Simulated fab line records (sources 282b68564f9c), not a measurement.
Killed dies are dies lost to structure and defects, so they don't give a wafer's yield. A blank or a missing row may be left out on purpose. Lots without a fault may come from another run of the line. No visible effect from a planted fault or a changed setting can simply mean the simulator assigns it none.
Which tool did it? ; flow rit cmos ; 42 wafers from 14 lots sampled at 2 of the route's 202 steps

WHAT EACH GAUGE READ, for each wafer
RIT_GATE_THK_MEAS_07. Usual: GATE_OXIDE_THK gives 3.01 nm (standard deviation 0.077).
lot;measured;on;GATE_OXIDE_THK (nm);flag
L280;day 2 17:01;film metro-03;2.93 2.93 2.96;
L282;day 3 02:10;film metro-04;3.01 3.01 2.97;
L283;day 3 06:21;film metro-02;3.08 3.06 3.11;
L284;day 3 11:41;film metro-04;3.02 3.03 3.03;
L285;day 3 16:22;film metro-03;2.97 2.92 2.87;
L288;day 4 07:47;film metro-03;3.02 3.01 2.94;
L289;day 4 11:48;film metro-03;2.82 2.86 2.87;
L290;day 4 18:43;film metro-02;3.12 3.06 3.04;
L291;day 4 22:04;film metro-02;3.08 3.01 3.09;
L292;day 5 04:34;film metro-04;3.42 3.46 3.42;OFF
L298;day 6 14:46;film metro-03;3.36 3.32 3.42;OFF
L299;day 6 18:43;film metro-03;3.04 3.02 3.03;
L300;day 7 01:35;film metro-03;3.06 2.97 2.90;
L302;day 7 11:55;film metro-02;3.04 2.99 2.98;

TOOL THAT RAN EACH LOT (tool first, then ch and the chambers of the sampled wafers, then the start)
lot;RIT_GATE_OXIDATION_05
L280;furnace-02 ch 0, day 2 15:41
L282;furnace-03 ch 0, day 3 00:50
L283;furnace-03 ch 0, day 3 05:01
L284;furnace-03 ch 0, day 3 10:20
L285;furnace-01 ch 0, day 3 15:03
L288;furnace-01 ch 0, day 4 05:18
L289;furnace-02 ch 0, day 4 10:05
L290;furnace-03 ch 0, day 4 17:23
L291;furnace-03 ch 0, day 4 20:41
L292;furnace-03 ch 0, day 5 02:50
L298;furnace-03 ch 0, day 6 13:26
L299;furnace-02 ch 0, day 6 17:23
L300;furnace-02 ch 0, day 6 21:34
L302;furnace-02 ch 0, day 7 10:29
- RIT_GATE_OXIDATION_05: target thk 3 nm, ox time 270 s.

AS READ BY THE TOOLS THEMSELVES (means over the sampled wafers that have a number; for cases with no such wafer, the mark the record gives instead)
The record holds no such reading with a usual standard deviation.

THE ANSWER, worked out from the rows above alone
Rule: take the mean of a lot's wafers that have a number; if it is more than 3 standard deviations from the usual mean, the lot is off. Also off: a lot with no number at a reading for which 4 or more lots have one. Where the step has rows for the other lots, those lots are counted as sound. The gauges are gone through in route order, then the tools' own readings, and for those a lot's mean is taken as printed above. The first step at which some lot is off is used, and at that step the reading that is off furthest; a lot without a number counts as furthest.
Off: L292, L298, at RIT_GATE_THK_MEAS_07 (GATE_OXIDE_THK).
If a tool, at a process step before that reading, ran all the lots that are off and no sound lot after the first of them, it fits. The gauges at RIT_GATE_THK_MEAS_07 are tried like those tools. One candidate fits, namely furnace-03 at RIT_GATE_OXIDATION_05. A fault onset in the window from L291 (day 4 20:41, its last sound lot) to L292 (day 5 02:50, its first lot off) fits.

WHAT WAS PUT IN BY THE SIMULATOR
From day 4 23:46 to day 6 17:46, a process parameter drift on furnace-03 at RIT_GATE_OXIDATION_05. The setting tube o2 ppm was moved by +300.
Struck lots among those shown: L292, L298. The rule above found the same.
